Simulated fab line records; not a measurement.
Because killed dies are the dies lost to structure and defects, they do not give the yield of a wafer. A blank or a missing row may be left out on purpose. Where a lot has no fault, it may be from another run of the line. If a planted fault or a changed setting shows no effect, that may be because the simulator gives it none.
Which tool did it? ; flow berkeley-cmos170 ; 14 lots with 42 wafers sampled at 6 steps, on a route of 331 steps

== WHAT THE GAUGES SHOWED, per wafer ==
UCB170_PFIELD_OVL_MEAS_06. Usual: for PFIELD_OVL the level is 4 nm and the standard deviation is 5.
lot;measured;on;PFIELD_OVL (nm);flag
L172;day 4 22:54;overlay-02;10 13 4;
L171;day 5 02:26;overlay-01;2 8 -5;
L174;day 5 12:46;overlay-01;3 3 2;
L173;day 5 13:15;overlay-01;1 0 6;
L176;day 5 22:07;overlay-02;5 0 -2;
L175;day 5 22:35;overlay-01;1 -5 0;
L177;day 5 22:53;overlay-01;-5 3 0;
L178;day 6 08:24;overlay-01;4 -2 4;
L179;day 6 20:59;overlay-02;1 -2 -1;
L181;day 7 08:31;overlay-01;1 3 1;
L186;day 8 12:44;overlay-02;3 10 7;
L189;day 9 06:26;overlay-01;10 5 6;
L190;day 9 06:51;overlay-02;7 14 8;
L191;day 9 15:35;overlay-02;5 9 16;

UCB170_PLDD_TW_MEAS_11. Usual: for PLDD_TW the level is 1000 and the standard deviation is 6.2.
lot;measured;on;PLDD_TW;flag
L172;day 7 10:11;film-metro-01;1007 1008 1002;
L171;day 7 10:24;film-metro-03;997 986 988;
L174;day 7 18:56;film-metro-03;992 992 995;
L173;day 7 18:39;film-metro-03;987 994 990;
L176;day 8 14:57;film-metro-02;1004 1002 1004;
L175;day 8 14:19;film-metro-01;999 1001 1004;
L177;day 8 14:46;film-metro-01;1008 1005 1004;
L178;day 8 15:11;film-metro-01;1003 1001 999;
L179;day 9 09:41;film-metro-01;1004 1000 1003;
L181;day 10 08:12;film-metro-03;1116 1121 1127;OFF
L186;day 10 21:02;film-metro-02;1127 1132 1119;OFF
L189;day 11 19:11;film-metro-03;993 1001 992;
L190;day 11 18:26;film-metro-01;1010 1004 1005;
L191;day 11 22:04;film-metro-01;1009 1007 1007;

UCB170_SPACER_THK_MEAS_01. Usual: for SPACER_TEOS_THK the level is 377 nm and the standard deviation is 5.1.
lot;measured;on;SPACER_TEOS_THK (nm);flag
L172;day 7 15:41;film-metro-04;372 375 379;
L171;day 7 15:56;film-metro-03;374 374 380;
L174;day 7 20:59;film-metro-03;371 369 375;
L173;day 7 20:43;film-metro-02;372 384 385;
L176;day 8 17:11;film-metro-04;374 380 382;
L175;day 8 16:34;film-metro-03;380 383 386;
L177;day 8 17:06;film-metro-02;375 378 378;
L178;day 8 17:35;film-metro-04;370 382 377;
L179;day 9 11:43;film-metro-03;375 372 374;
L181;day 10 10:58;film-metro-02;372 373 377;
L186;day 10 23:08;film-metro-03;376 368 376;
L189;day 11 23:20;film-metro-04;370 368 376;
L190;day 11 22:05;film-metro-03;366 367 370;
L191;day 12 01:33;film-metro-04;371 383 380;

UCB170_SDANNEAL_RS_MEAS_04: a four-point-probe measurement. Usual: for PLDD_RS the level is 1030 ohm/sq and the standard deviation is 3.6.
lot;measured;on;PLDD_RS (ohm/sq);flag
L172;day 8 05:32;film-metro-01;1024 1024 1023;
L171;day 8 05:05;film-metro-02;1031 1031 1031;
L174;day 8 11:28;film-metro-01;1027 1027 1028;
L173;day 8 11:04;film-metro-02;1037 1033 1034;
L176;day 9 07:32;film-metro-01;1025 1027 1025;
L175;day 9 08:32;film-metro-01;1029 1026 1027;
L177;day 9 08:42;film-metro-03;1030 1029 1028;
L178;day 9 08:06;film-metro-03;1032 1032 1034;
L179;day 10 04:43;film-metro-03;1028 1028 1032;
L181;day 10 23:27;film-metro-03;762 763 764;OFF
L186;day 11 10:53;film-metro-02;769 768 768;OFF
L189;day 12 11:20;film-metro-03;1031 1028 1032;
L190;day 12 10:51;film-metro-03;1032 1027 1031;
L191;day 12 11:56;film-metro-01;1034 1032 1035;

== WHICH TOOL RAN EACH LOT (tool, then ch and the chambers of the sampled wafers, then the start) ==
lot;UCB170_PFIELD_STRIP_08;UCB170_PLDD_IMPLANT_08
L172;plasma-asher-01 ch 0,1, day 4 23:05;implanter-02 ch 0, day 7 09:47
L171;plasma-asher-04 ch 0,1, day 5 02:37;implanter-04 ch 0, day 7 10:00
L174;plasma-asher-03 ch 0,1, day 5 12:58;implanter-04 ch 0, day 7 18:32
L173;plasma-asher-03 ch 0,1, day 5 13:28;implanter-01 ch 0, day 7 18:17
L176;plasma-asher-03 ch 0,1, day 5 22:18;implanter-04 ch 0, day 8 14:33
L175;plasma-asher-01 ch 0,1, day 5 22:46;implanter-04 ch 0, day 8 13:56
L177;plasma-asher-03 ch 0,1, day 5 23:05;implanter-01 ch 0, day 8 14:25
L178;plasma-asher-03 ch 0,1, day 6 08:35;implanter-02 ch 0, day 8 14:47
L179;plasma-asher-03 ch 0,1, day 6 21:10;implanter-01 ch 0, day 9 09:17
L181;plasma-asher-01 ch 0,1, day 7 08:42;implanter-04 ch 0, day 10 07:49
L186;plasma-asher-03 ch 0,1, day 8 12:55;implanter-04 ch 0, day 10 20:38
L189;plasma-asher-01 ch 1, day 9 06:37;implanter-02 ch 0, day 11 18:47
L190;plasma-asher-03 ch 0,1, day 9 07:02;implanter-02 ch 0, day 11 18:02
L191;plasma-asher-04 ch 0,1, day 9 15:47;implanter-02 ch 0, day 11 21:40
- UCB170_PFIELD_STRIP_08: strips in O2.
- UCB170_PLDD_IMPLANT_08

== WHAT THE TOOLS THEMSELVES READ (means of the sampled wafers that have a number; where no wafer has one, the mark that the record gives instead) ==
UCB170_PFIELD_STRIP_08. Usual: drypump-motor-current-A 6.0 A, standard deviation 0.44; oes-product-au 0.734 a.u., standard deviation 0.005; strip-time-to-endpoint-s 21.60 s, standard deviation 0.06.
lot;tool;drypump-motor-current-A (A);oes-product-au (a.u.);strip-time-to-endpoint-s (s);flag
L172;plasma-asher-01;5.9;0.737;21.62;
L171;plasma-asher-04;5.6;0.735;21.55;
L174;plasma-asher-03;6.0;0.733;21.54;
L173;plasma-asher-03;6.3;0.735;21.65;
L176;plasma-asher-03;6.0;0.731;21.55;
L175;plasma-asher-01;5.9;0.731;21.58;
L177;plasma-asher-03;6.3;0.732;21.70;
L178;plasma-asher-03;6.3;0.737;21.61;
L179;plasma-asher-03;6.3;0.731;21.61;
L181;plasma-asher-01;5.9;0.740;21.63;
L186;plasma-asher-03;6.3;0.734;21.54;
L189;plasma-asher-01;6.2;0.732;21.61;
L190;plasma-asher-03;6.4;0.730;21.59;
L191;plasma-asher-04;5.5;0.737;21.49;

UCB170_PLDD_IMPLANT_08. Usual: beam-on-s 10.02 s, standard deviation 0.2; dose-ions-cm2 5e+13, standard deviation 5.1e+10; end-station-pressure-torr 5.09e-06 Torr, standard deviation 2.7e-07; faraday-current-uA 158, standard deviation 3.1.
lot;tool;beam-on-s (s);dose-ions-cm2;end-station-pressure-torr (Torr);faraday-current-uA;flag
L172;implanter-02;9.90;5e+13;5.01e-06;160;
L171;implanter-04;9.88;5e+13;5.57e-06;160;
L174;implanter-04;10.04;5e+13;5.02e-06;158;
L173;implanter-01;9.84;5e+13;5.05e-06;161;
L176;implanter-04;9.97;5e+13;4.94e-06;159;
L175;implanter-04;9.95;5e+13;4.84e-06;159;
L177;implanter-01;10.05;5e+13;5.14e-06;158;
L178;implanter-02;9.82;5e+13;5.22e-06;161;
L179;implanter-01;10.04;5e+13;4.95e-06;158;
L181;implanter-04;15.52;1e+14;5.13e-06;200;OFF
L186;implanter-04;15.47;1e+14;4.94e-06;201;OFF
L189;implanter-02;10.07;5e+13;5.26e-06;157;
L190;implanter-02;10.07;5e+13;5.29e-06;158;
L191;implanter-02;10.06;5e+13;5.10e-06;158;

== THE ANSWER, worked out from the rows above alone ==
Rule: a lot counts as off when the mean over its wafers that have a number is more than 3 standard deviations away from the usual mean. Also off: a lot with no number at a reading for which 4 or more lots have one. The other lots that the step has rows for count as sound. Order of review: gauges by route order, followed by the tools' own readings, for which a lot's mean as printed above is used. At the first step where some lot is off, the reading lying furthest off is the one used; lots without a number count as furthest.
Off: L181, L186, at UCB170_PLDD_TW_MEAS_11 (PLDD_TW).
If a tool, at a process step before that reading, ran all the lots that are off and no sound lot after the first of them, it fits. The gauges at UCB170_PLDD_TW_MEAS_11 aren't tried: what is off there is off at UCB170_PLDD_IMPLANT_08 too, on other tools, and a gauge's error can't cause that. One fits: implanter-04 at UCB170_PLDD_IMPLANT_08. A fault onset in the window from L176 (day 8 14:33, its last sound lot) to L181 (day 10 07:49, its first lot off) fits.
The tool's own readings at UCB170_PLDD_IMPLANT_08 bear it out: on the lots that are off they differ by more than 5 times the standard deviation of the sound lots' means. beam-on-s reads 15.50 s there against 9.97 s on the sound lots; dose-ions-cm2 reads 1e+14 there against 5e+13 on the sound lots; faraday-current-uA reads 200 there against 159 on the sound lots.

== WHAT HAD BEEN PUT IN BY THE SIMULATOR ==
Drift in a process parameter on implanter-04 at UCB170_PLDD_IMPLANT_08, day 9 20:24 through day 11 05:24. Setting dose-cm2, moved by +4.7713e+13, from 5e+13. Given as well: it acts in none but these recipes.
Shown lots that were struck: L181, L186. This agrees with what the rule above found.
